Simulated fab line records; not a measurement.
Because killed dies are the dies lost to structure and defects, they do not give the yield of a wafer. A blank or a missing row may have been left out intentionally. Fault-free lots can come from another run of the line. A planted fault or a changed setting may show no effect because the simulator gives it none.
A lot that was struck, set against a sound lot | flow rit-cmos | 39 steps out of a route of 202
Sound: wafers L348.1, L348.3, L348.5. Wafers struck: L350.1, L350.5, L350.6. The cause comes at the end.
Per side, at each step with rows, come the tool, then ch with its chambers, and then its first start. Under that, the readings that differ: sound wafers | struck wafers | difference of the means | sigmas: that difference in standard deviations of wafers without a fault.
alike: readings whose means differ by less than 2 such deviations, and words and numbers that are the same on both sides. not compared: withheld readings, readings that some wafer has no value for, bounds like >300 that may hide the same value, and numbers for which the record gives no deviation and whose values overlap.
A row with sigmas, a row that says differs or no value, or rows on one side alone: a step with any of these is where the two part. Non-overlapping numbers with no deviation appear without sigmas and do not part them. Lack of a reading on every wafer of one side parts them only where that side has two or more wafers.

first, 3 steps without rows for these wafers: RIT_GATE_EXPOSE_13 (exposes mask M6, target cd 150 nm); RIT_GATE_PEB_14; RIT_GATE_DEVELOP_15 (develop time 50 s).
RIT_GATE_CD_MEAS_16: the cd target is 150 nm.
  struck on cd-sem-01, day 5 21:25; sound on cd-sem-02, day 5 14:59
  alike: cd-nm
RIT_GATE_OVL_MEAS_17:
  struck on overlay-02, day 5 21:32; sound on overlay-01, day 5 15:06
  alike: GATE_OVL
then, 1 step without rows for these wafers: RIT_GATE_HARDBAKE_18 (time 60 s).
RIT_GATE_ETCH_19: etches poly-Si in SF6/CHF3/O2, stops on SiO2, time 165 s, target depth 312.5 nm.
  sound on rie-si-02 ch 0,1, day 5 15:17; struck on rie-si-01 ch 0,1,3, day 5 21:52
  alike: drypump-motor-current-A, he-backside-leak-sccm, oes-product-au, throttle-valve-pct
  not compared: rf-hours-counter-h
RIT_GATE_STRIP_20: strips in O2, time 180 s.
  sound on plasma-asher-01 ch 0,1, day 5 15:24; struck on plasma-asher-02 ch 0,1, day 5 21:59
  alike: drypump-motor-current-A, rf-refl-power-W
  not compared: rf-hours-counter-h
RIT_GATE_CD_MEAS_90: the cd target is 150 nm.
  struck on cd-sem-01, day 5 22:10; sound on cd-sem-02, day 5 15:34
  alike: cd-nm
then, 3 steps without rows for these wafers: RIT_REOX_CLEAN_00 (cleans in SC1, time 600 s); RIT_REOX_CLEAN_01 (cleans in dHF, time 30 s); RIT_REOX_CLEAN_02 (cleans in SC2, time 600 s).
RIT_REOX_OXIDATION_03: target thk 25.2 nm, ox time 5580 s.
  sound on furnace-01 ch 0, day 5 16:43; struck on furnace-04 ch 0, day 5 22:55
  reading                                     | sound                | struck               | difference | sigmas
  spike-tc-centre-C (C)                       | 901.9 900.4 900.9    | 915.7 916.3 916.1    | +15.0      | +10
  spike-tc-load-C (C)                         | 919 919 918          | 940 940 942          | +22        | +7
  spike-tc-source-C (C)                       | 918 915 917          | 941 942 942          | +25        | +6
  tube-center-temp-C (C)                      | 899.91 900.02 900.06 | 914.88 914.86 914.93 | +14.89     | +99 or more
  tube_center_temp_C_max                      | 901.9 902.4 902.0    | 917.2 916.9 916.9    | +14.9      | +41
  model.SiO2_of_REOX_OXIDATION_03.thk-nm (nm) | 25.85 25.43 26.16    | 29.4 29.29 29.18     | +3.5       |
RIT_REOX_THK_MEAS_04:
  struck on film-metro-04, day 6 01:28; sound on film-metro-04, day 5 19:16
  reading             | sound          | struck         | difference | sigmas
  REOX_OXIDE_THK (nm) | 25.8 25.4 26.1 | 29.4 29.3 29.2 | +3.5       | +10
then, 6 steps without rows for these wafers: RIT_NLDD_HMDS_00 (prime time 60 s); RIT_NLDD_COAT_01 (resist thk 1000 nm); RIT_NLDD_SOFTBAKE_02 (time 60 s); RIT_NLDD_EXPOSE_03 (exposes mask M7, target cd 40700 nm); RIT_NLDD_PEB_04; RIT_NLDD_DEVELOP_05 (develop time 50 s).
RIT_NLDD_OVL_MEAS_06:
  struck on overlay-02, day 6 02:47; sound on overlay-01, day 5 20:32
  alike: NLDD_OVL
then, 2 steps without rows for these wafers: RIT_NLDD_HARDBAKE_07 (time 60 s); RIT_NLDD_IMPLANT_08.
RIT_NLDD_STRIP_09: strips in O2, time 180 s.
  sound on plasma-asher-04 ch 1, day 5 20:56; struck on plasma-asher-04 ch 0,1, day 6 03:20
  alike: drypump-motor-current-A, rf-refl-power-W
  not compared: rf-hours-counter-h
RIT_NLDD_TW_MEAS_10:
  struck on film-metro-03, day 6 03:31; sound on film-metro-02, day 5 21:07
  alike: NLDD_TW
then, 6 steps without rows for these wafers: RIT_PLDD_HMDS_00 (prime time 60 s); RIT_PLDD_COAT_01 (resist thk 1000 nm); RIT_PLDD_SOFTBAKE_02 (time 60 s); RIT_PLDD_EXPOSE_03 (exposes mask M8, target cd 40900 nm); RIT_PLDD_PEB_04; RIT_PLDD_DEVELOP_05 (develop time 50 s).
RIT_PLDD_OVL_MEAS_06:
  struck on overlay-02, day 6 05:11; sound on overlay-01, day 5 22:08
  alike: PLDD_OVL
then, 2 steps without rows for these wafers: RIT_PLDD_HARDBAKE_07 (time 60 s); RIT_PLDD_IMPLANT_08.
RIT_PLDD_STRIP_09: strips in O2, time 180 s.
  sound on plasma-asher-03 ch 0,1, day 5 22:29; struck on plasma-asher-02 ch 0,1, day 6 05:32
  alike: drypump-motor-current-A, rf-refl-power-W
  not compared: rf-hours-counter-h
RIT_PLDD_TW_MEAS_10:
  struck on film-metro-02, day 6 05:42; sound on film-metro-01, day 5 22:39
  alike: PLDD_TW
RIT_SPACER_CLEAN_00: cleans in SC1, time 600 s.
  sound on wet-bench-04 ch 2, day 5 22:43; struck on wet-bench-02 ch 0, day 6 05:46
  reading                                     | sound            | struck         | difference | sigmas
  model.SiO2_of_REOX_OXIDATION_03.thk-nm (nm) | 23.89 23.5 24.18 | 27.12 27 26.91 | +3.15      |
then, 2 steps without rows for these wafers: RIT_SPACER_CLEAN_01 (cleans in dHF, time 30 s); RIT_M1_PROBE_99.

== WHERE THEY PART ==
Earliest at RIT_REOX_OXIDATION_03; latest, in this record, at RIT_REOX_THK_MEAS_04. Later steps at which nothing parts them and some readings are alike: RIT_NLDD_OVL_MEAS_06, RIT_NLDD_STRIP_09, RIT_NLDD_TW_MEAS_10, RIT_PLDD_OVL_MEAS_06, RIT_PLDD_STRIP_09, RIT_PLDD_TW_MEAS_10.

WHY: what had been put in by the simulator
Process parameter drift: furnace-04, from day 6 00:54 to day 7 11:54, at RIT_REOX_OXIDATION_03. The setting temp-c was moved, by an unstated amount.
